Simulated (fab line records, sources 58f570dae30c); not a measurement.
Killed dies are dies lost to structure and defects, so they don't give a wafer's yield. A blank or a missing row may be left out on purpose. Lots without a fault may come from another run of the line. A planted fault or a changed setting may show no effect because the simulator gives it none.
Problem report in the 8D (eight disciplines) form, filled by code | flow berkeley_cmos170 | the parts of the form that need people (team, actions taken, sign-off) are left out

1. THE PROBLEM
M3_AL_RS at UCB170_M3_RS_MEAS_02 reads a mean of 0.0283 ohm/sq on 6 wafers of 2 lots; wafers without a fault read 0.0322 ohm/sq with a standard deviation of 0.00033. That is -12 standard deviations from the usual mean.
The step: measures by four-point-probe.
First seen on wafer L620.3, day 10 08:07, on film_metro-02. The record holds 36 wafers of 12 lots with a number at this step. Rule for "out", or "out of limits": more than 4 standard deviations from the usual mean. The other wafers with a number count as sound.

2. WHAT IT IS AND WHAT IT IS NOT
question                    | is                           | is not
which readings at this step | M3_AL_RS                     | -
which lots                  | L620, L623                   | L612, L613, L617, L625, L628, L630, L631, L632, L633, L634
which wafers of those lots  | all that have a number       | -
read on which gauges        | film_metro-01, film_metro-02 | film_metro-03
when                        | from day 10 08:07            | up to then (9 sound wafers); but 21 sound wafers of L625, L628, L630, L631, L632, L633, L634 came after

3. SUSPECTS, AND WHAT RULES EACH OUT
Counting: a tool at a process step up to the reading stays a suspect if it ran every lot that is out and no sound lot after the first of them.
- the gauge at UCB170_M3_RS_MEAS_02: ruled out. The wafers that are out were read on 2 gauges (film_metro-01, film_metro-02).
- pvd_sputter-02 at UCB170_M3_SPUTTER_01 (material Al, target thk 900 nm, time 120 s): kept. It ran every lot that is out, first L620 (day 10 07:59), and no sound lot after that. Its own readings are out on those wafers: cathode_dc_power_W.
Left after counting: pvd_sputter-02 at UCB170_M3_SPUTTER_01.

4. THE CAUSE (what the simulator had put in)
Process parameter drift: pvd_sputter-02, from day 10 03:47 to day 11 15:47, at UCB170_M3_SPUTTER_01. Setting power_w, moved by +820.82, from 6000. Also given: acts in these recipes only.
Counting left only this tool.

5. THE CHAIN OF EFFECTS, in route order
Each row: a reading whose mean over the struck wafers that have a number lies more than 3 standard deviations from the usual. Only readings for which the record gives a usual standard deviation are gone through. hours: the time from each lot's start at the first step in this table that gives one to its start at this step, as a median over the lots. sigmas: the change in usual standard deviations.
hours | step                    | reading            | usual         | on struck wafers | change  | sigmas
0     | UCB170_M3_SPUTTER_01    | cathode_dc_power_W | 6000.1 W      | 6821.0           | +820.9  | +99 or more
0     | UCB170_M3_RS_MEAS_02    | M3_AL_RS           | 0.0322 ohm/sq | 0.0283           | -0.0039 | -12
3     | UCB170_M3_THK_MEAS_03   | M3_AL_THK          | 910 nm        | 1036             | +126    | +11
6     | UCB170_M3_METAL_ETCH_18 | oes_product_au     | 0.855 a.u.    | 0.916            | +0.061  | +3.6
The process steps in it:
- UCB170_M3_SPUTTER_01: material Al, target thk 900 nm, time 120 s.
- UCB170_M3_METAL_ETCH_18: etches Al in Cl2/BCl3, stops on SiO2, target depth 1170 nm, time 195 s.

6. WHAT WOULD HAVE CAUGHT IT SOONER
In this record the first reading out of limits at a measuring or inspecting step was taken at day 10 08:07, 4 hours after the fault began at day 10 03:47.
The tool's own readings at UCB170_M3_SPUTTER_01 were out on every struck wafer that the step has a row for (cathode_dc_power_W): an alarm limit on them would have fired on the first of those.
Of the lots that are out (2), L623 began UCB170_M3_SPUTTER_01 on pvd_sputter-02 after day 10 08:07. A hold on the tool at that time would have spared it.
